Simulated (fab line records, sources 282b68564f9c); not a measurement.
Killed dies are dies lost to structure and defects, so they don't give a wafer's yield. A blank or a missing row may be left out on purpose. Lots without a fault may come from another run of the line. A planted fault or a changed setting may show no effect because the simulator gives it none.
Which tool did it? | flow rit_cmos | 7 lots, 21 wafers sampled, at 3 steps of a route of 202

WHAT THE GAUGES READ, wafer by wafer
RIT_NWELL_TW_MEAS_10.
lot  | measured    | on            | NWELL_TW
L675 | day 2 04:13 | film_metro-01 | 2132 2128 2140
L677 | day 2 14:29 | film_metro-03 | 2140 2147 2135
L683 | day 3 18:41 | film_metro-03 | 2052 2046 2051
L687 | day 4 14:56 | film_metro-01 | 2108 2118 2122
L689 | day 4 23:58 | film_metro-01 | 2110 2108 2101
L691 | day 5 10:02 | film_metro-01 | 2120 2106 2113
L695 | day 6 07:25 | film_metro-03 | 2161 2158 2156

WHICH TOOL RAN EACH LOT (tool, then ch and the chambers of the sampled wafers, then the start)
lot  | RIT_NWELL_IMPLANT_08           | RIT_NWELL_STRIP_09
L675 | implanter-02 ch 0, day 2 03:55 | plasma_asher-02 ch 0,1, day 2 04:02
L677 | implanter-02 ch 0, day 2 14:10 | plasma_asher-01 ch 0,1, day 2 14:18
L683 | implanter-02 ch 0, day 3 18:22 | plasma_asher-02 ch 0,1, day 3 18:29
L687 | implanter-04 ch 0, day 4 14:38 | plasma_asher-02 ch 0,1, day 4 14:45
L689 | implanter-03 ch 0, day 4 23:38 | plasma_asher-02 ch 0,1, day 4 23:47
L691 | implanter-04 ch 0, day 5 09:43 | plasma_asher-04 ch 0,1, day 5 09:51
L695 | implanter-04 ch 0, day 6 07:05 | plasma_asher-02 ch 0,1, day 6 07:14
- RIT_NWELL_IMPLANT_08
- RIT_NWELL_STRIP_09: strips in O2, time 180 s.

THE ANSWER, worked out from the rows above alone
Rule: what is usual is taken from the lots themselves. Put in order of their means at a reading, lots are off if they are a third of the lots or fewer, leave a main group of 4 or more, and stand apart from it by a gap of 3 or more times the standard deviation of the main group's means; of several such gaps the widest counts. A main group whose means are all the same, to the digits that the tables above print for the reading, isn't used. A lot without any number at a reading at which 4 lots or more have one is off too. The other lots that the step has rows for count as sound.
Off: L683, at RIT_NWELL_TW_MEAS_10 (NWELL_TW). The main group: mean 2128, standard deviation 18.
A tool fits if, at a process step before that reading, it ran every lot that is off, and no sound lot after the first of them. The gauges at RIT_NWELL_TW_MEAS_10 are tried like those tools. One fits: implanter-02 at RIT_NWELL_IMPLANT_08. Its last sound lot is L677 (day 2 14:10), its first lot that is off L683 (day 3 18:22): a fault that began between those two fits.

WHAT THE SIMULATOR HAD PUT IN
Process parameter drift: implanter-02, from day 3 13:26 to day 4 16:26, at RIT_NWELL_IMPLANT_08. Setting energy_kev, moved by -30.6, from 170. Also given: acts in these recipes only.
Lots struck among those shown: L683. The rule above found the same.
